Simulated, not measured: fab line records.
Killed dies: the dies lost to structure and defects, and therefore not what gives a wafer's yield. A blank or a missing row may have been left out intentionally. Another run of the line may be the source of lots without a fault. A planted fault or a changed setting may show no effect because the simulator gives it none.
Comparing a struck lot with a sound one / flow berkeley cmos170 / 18 out of 331 route steps
Sound: the wafers L961.2, L961.3, L961.6. Wafers L970.2, L970.3, L970.6 were the ones struck. Last of all comes the cause.
At each step with rows: each side's tool, then ch and its chambers, then its first start. Under that, the readings that differ: sound wafers / struck wafers / difference of the means / sigmas: that difference in standard deviations of wafers without a fault.
alike: words and numbers the same on both sides, and readings whose means are apart by under 2 such deviations; not compared: readings that were withheld, readings missing a value for some wafer, numbers with overlapping values and no deviation given by the record, and bounds like >300 which may hide the same value.
A row with sigmas, a row that says differs or no value, or rows on one side alone: a step with any of these is where the two part. Numbers that have no deviation but don't overlap get no sigmas and don't part them. Lack of a reading on every wafer of one side parts them only where that side has two or more wafers.

first, 5 steps without rows for these wafers: UCB170_NLDD_COAT_01 (resist thk 900 nm); UCB170_NLDD_SOFTBAKE_02 (time 60 s); UCB170_NLDD_EXPOSE_03 (exposes mask NSELECT, target cd 1200 nm); UCB170_NLDD_PEB_04; UCB170_NLDD_DEVELOP_05 (develop time 45 s).
UCB170_NLDD_CD_MEAS_06: target cd 1200 nm.
  sound on cd sem-02, day 7 07:22; struck on cd sem-01, day 9 18:01
  alike: cd nm
UCB170_NLDD_OVL_MEAS_07:
  sound on overlay-01, day 7 07:28; struck on overlay-01, day 9 18:07
  alike: NLDD_OVL
then, 2 steps without rows for these wafers: UCB170_NLDD_IMPLANT_08; UCB170_NLDD_IMPLANT_09.
UCB170_NLDD_STRIP_10: strips in O2.
  sound on plasma asher-01 ch 0,1, day 7 07:48; struck on plasma asher-03 ch 1, day 9 18:27
  alike: drypump motor current A, oes product au, strip time to endpoint s
  not compared: rf hours counter h
UCB170_NLDD_TW_MEAS_11:
  sound on film metro-04, day 7 07:55; struck on film metro-04, day 9 18:34
  alike: NLDD_TW
then, 1 step without rows for these wafers: UCB170_NLDD_CLEAN_12 (cleans in SPM, time 600 s).
UCB170_SPACER_CVD_00: deposits SiO2 from TEOS/O2, target thk 376 nm, time 47 s.
  sound on pecvd-02 ch 0,1,2, day 7 08:09; struck on pecvd-03 ch 1,2, day 9 18:48
reading=model.SiO2_of_SPACER_CVD_00.thk nm (nm); sound=374.3 377.4 377.3; struck=392.3 397.9 403; difference=+21.4; sigmas=
  alike: heater power w
UCB170_SPACER_THK_MEAS_01:
  sound on film metro-03, day 7 08:12; struck on film metro-01, day 9 18:51
reading=SPACER_TEOS_THK (nm); sound=375 378 377; struck=392 398 403; difference=+21; sigmas=+5
then, 1 step without rows for these wafers: UCB170_SPACER_ANNEAL_02 (time 1800 s).
UCB170_SPACER_ETCHBACK_03: etches SiO2 in CHF3/CF4/Ar, stops on Si, target depth 376 nm, time 100 s.
  sound on rie diel-01 ch 0,1,3, day 7 11:17; struck on rie diel-02 ch 0,3, day 9 21:58
reading=oes product au (a.u.); sound=0.869 0.899 0.905; struck=0.912 0.955 0.971; difference=+0.055; sigmas=+3
reading=model.etch.depth nm (nm); sound=374.3 377.4 377.3; struck=392.3 397.9 403; difference=+21.4; sigmas=
  alike: drypump motor current A, throttle valve pct
  not compared: rf hours counter h
then, 1 step without rows for these wafers: UCB170_PSD_HMDS_00 (prime time 60 s).
UCB170_M3_PROBE_99:
  sound on prober-02, day 8 16:33; struck on prober-01, day 11 11:29
reading=model.etest.pplus sal.width nm (nm); sound=667.4 704 674.1; struck=666 658.1 633.7; difference=-29; sigmas=
reading=model.etest.nplus sal.width nm (nm); sound=670.5 706.6 673.4; struck=664.8 656.3 632.4; difference=-32.3; sigmas=
reading=model.etest.nmos_0p35.r on ohm um; sound=1480 1446 1478; struck=1517 1537 1554; difference=+68; sigmas=
reading=model.etest.pplus sal.line ohm um; sound=5.475 5.246 5.434; struck=5.497 5.601 5.776; difference=+0.240; sigmas=
reading=model.etest.nplus sal.line ohm um; sound=5.319 5.114 5.39; struck=5.568 5.42 5.626; difference=+0.264; sigmas=
  not compared: model.etest.field p metal.vt v, model.etest.field n metal.vt v

== WHERE THEY PART ==
Last at UCB170_SPACER_ETCHBACK_03 as far as this record goes, first at UCB170_SPACER_THK_MEAS_01.

WHY: whatever the simulator had introduced
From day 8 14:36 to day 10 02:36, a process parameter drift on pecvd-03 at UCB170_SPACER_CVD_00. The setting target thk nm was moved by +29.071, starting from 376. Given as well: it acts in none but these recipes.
